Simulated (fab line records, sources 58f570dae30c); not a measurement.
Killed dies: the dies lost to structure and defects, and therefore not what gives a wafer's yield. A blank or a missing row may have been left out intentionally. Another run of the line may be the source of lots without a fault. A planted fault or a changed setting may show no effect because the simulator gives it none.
Shared-tool check | flow berkeley cmos170 | Lots sampled 14, wafers sampled 42

WHY THIS WAS OPENED
Flagged at UCB170_M3_CD_MEAS_90: reading cd nm, on 2 of 14 lots. Wafers without a fault read 698 nm, standard deviation 3.5.
Rule: a lot gets a flag if all its wafers with a number sit over 4 standard deviations from that mean, or if no wafer of it has a number. The rest of the lots are taken to be sound.

lot  | measured     | on        | cd nm (nm), wafer by wafer | flag
L309 | day 9 12:54  | cd sem-01 | 697 699 695                |
L312 | day 9 13:22  | cd sem-02 | 706 700 705                |
L311 | day 9 15:23  | cd sem-01 | 696 693 693                |
L314 | day 10 18:50 | cd sem-02 | 699 701 696                |
L316 | day 10 22:19 | cd sem-01 | 700 696 694                |
L317 | day 10 23:18 | cd sem-02 | 699 696 698                |
L315 | day 10 23:37 | cd sem-01 | 695 701 701                |
L319 | day 11 07:50 | cd sem-02 | 695 700 705                |
L318 | day 11 08:11 | cd sem-01 | 680 678 675                | FLAGGED
L323 | day 13 02:07 | cd sem-02 | 675 677 679                | FLAGGED
L328 | day 13 13:39 | cd sem-01 | 697 697 695                |
L329 | day 13 14:32 | cd sem-01 | 704 702 694                |
L331 | day 13 18:12 | cd sem-02 | 700 702 698                |
L332 | day 14 05:50 | cd sem-01 | 699 704 703                |
The mean of the flagged lots' numbers is 677 nm, -21 nm from the usual (-6 standard deviations).

EACH LOT AND THE TOOL IT RAN ON
Before the reading, the record contains 4 process steps out of a 331-step route. Every cell lists first the tool, next ch and the chambers used by the sampled wafers, and last the start.
lot  | flag    | UCB170_M2_SPUTTER_01         | UCB170_M2_STRIP_07                   | UCB170_M3_METAL_ETCH_18           | UCB170_M3_STRIP_19
L309 |         | pvd sputter-04, day 9 02:02  | plasma asher-04 ch 0,1, day 9 02:45  | rie metal-04 ch 1, day 9 12:25    | plasma asher-01 ch 0,1, day 9 12:47
L312 |         | pvd sputter-03, day 9 02:15  | plasma asher-02 ch 0,1, day 9 03:04  | rie metal-02 ch 0,1, day 9 13:04  | plasma asher-01 ch 0,1, day 9 13:16
L311 |         | pvd sputter-01, day 9 05:34  | plasma asher-02 ch 0,1, day 9 06:51  | rie metal-04 ch 1, day 9 14:58    | plasma asher-04 ch 0,1, day 9 15:15
L314 |         | pvd sputter-01, day 10 10:16 | plasma asher-01 ch 0,1, day 10 11:01 | rie metal-03 ch 0,1, day 10 18:35 | plasma asher-03 ch 0,1, day 10 18:44
L316 |         | pvd sputter-03, day 10 12:16 | plasma asher-01 ch 0,1, day 10 12:58 | rie metal-02 ch 0,1, day 10 21:48 | plasma asher-04 ch 0,1, day 10 21:59
L317 |         | pvd sputter-04, day 10 12:30 | plasma asher-02 ch 0,1, day 10 13:40 | rie metal-04 ch 0,1, day 10 23:02 | plasma asher-01 ch 0,1, day 10 23:11
L315 |         | pvd sputter-01, day 10 12:44 | plasma asher-01 ch 1, day 10 13:49   | rie metal-03 ch 0,1, day 10 23:14 | plasma asher-03 ch 0,1, day 10 23:26
L319 |         | pvd sputter-04, day 10 22:38 | plasma asher-02 ch 0,1, day 10 23:34 | rie metal-03 ch 0,1, day 11 07:32 | plasma asher-01 ch 0,1, day 11 07:43
L318 | FLAGGED | pvd sputter-03, day 10 23:34 | plasma asher-02 ch 0,1, day 11 00:37 | rie metal-04 ch 0,1, day 11 07:52 | plasma asher-03 ch 0,1, day 11 08:04
L323 | FLAGGED | pvd sputter-04, day 12 15:10 | plasma asher-04 ch 0,1, day 12 15:52 | rie metal-04 ch 0,1, day 13 01:49 | plasma asher-01 ch 1, day 13 01:59
L328 |         | pvd sputter-01, day 13 04:36 | plasma asher-04 ch 0,1, day 13 05:52 | rie metal-02 ch 0,1, day 13 13:22 | plasma asher-03 ch 0,1, day 13 13:33
L329 |         | pvd sputter-03, day 13 04:55 | plasma asher-04 ch 1, day 13 06:10   | rie metal-03 ch 0,1, day 13 14:16 | plasma asher-01 ch 0,1, day 13 14:26
L331 |         | pvd sputter-03, day 13 09:12 | plasma asher-01 ch 0,1, day 13 09:55 | rie metal-02 ch 0,1, day 13 17:53 | plasma asher-04 ch 0,1, day 13 18:05
L332 |         | pvd sputter-04, day 13 21:09 | plasma asher-02 ch 0,1, day 13 22:08 | rie metal-02 ch 0,1, day 14 05:35 | plasma asher-01 ch 0,1, day 14 05:44
These steps, and what they do:
- UCB170_M2_SPUTTER_01: material Al, target thk 900 nm, time 120 s.
- UCB170_M2_STRIP_07: strips in O2.
- UCB170_M3_METAL_ETCH_18: etches Al in Cl2/BCl3, stops on SiO2, target depth 1170 nm, time 195 s.
- UCB170_M3_STRIP_19: strips in O2.
- UCB170_M3_CD_MEAS_90: target cd 700 nm.

FLAGGED OVER TOTAL, TOOL BY TOOL (the gauges that took the reading come last)
step                    | tool            | lots run | flagged | share of the flagged lots | sound lots run after its first flagged lot
UCB170_M2_SPUTTER_01    | pvd sputter-01  | 4        | 0       | none                      | -
UCB170_M2_SPUTTER_01    | pvd sputter-03  | 5        | 1       | some                      | 2 (L329,L331)
UCB170_M2_SPUTTER_01    | pvd sputter-04  | 5        | 1       | some                      | 1 (L332)
UCB170_M2_STRIP_07      | plasma asher-01 | 4        | 0       | none                      | -
UCB170_M2_STRIP_07      | plasma asher-02 | 6        | 1       | some                      | 1 (L332)
UCB170_M2_STRIP_07      | plasma asher-04 | 4        | 1       | some                      | 2 (L328,L329)
UCB170_M3_METAL_ETCH_18 | rie metal-02    | 5        | 0       | none                      | -
UCB170_M3_METAL_ETCH_18 | rie metal-03    | 4        | 0       | none                      | -
UCB170_M3_METAL_ETCH_18 | rie metal-04    | 5        | 2       | all                       | 0
UCB170_M3_STRIP_19      | plasma asher-01 | 7        | 1       | some                      | 2 (L329,L332)
UCB170_M3_STRIP_19      | plasma asher-03 | 4        | 1       | some                      | 1 (L328)
UCB170_M3_STRIP_19      | plasma asher-04 | 3        | 0       | none                      | -
UCB170_M3_CD_MEAS_90    | cd sem-01       | 8        | 1       | some                      | 3 (L328,L329,L332)
UCB170_M3_CD_MEAS_90    | cd sem-02       | 6        | 1       | some                      | 1 (L331)

THE TABLE: WHAT IT ALLOWS
1 row of the table ran every flagged lot: rie metal-04 at UCB170_M3_METAL_ETCH_18.
- rie metal-04 at UCB170_M3_METAL_ETCH_18: 2 of its 5 lots flagged. A fault beginning between L317 (day 10 23:02), its last sound lot, and L318 (day 11 07:52), its first flagged one, fits the data. Its own readings lie more than 4 standard deviations out on every wafer of the flagged lots: rf fwd power W.
What remains is a single tool, rie metal-04 at UCB170_M3_METAL_ETCH_18.

WHAT THE SIMULATOR PUT IN
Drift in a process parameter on rie metal-04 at UCB170_M3_METAL_ETCH_18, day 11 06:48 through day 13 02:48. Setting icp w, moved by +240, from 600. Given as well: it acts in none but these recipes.
Struck lots among those shown: L318, L323. The rule given above showed the same thing.
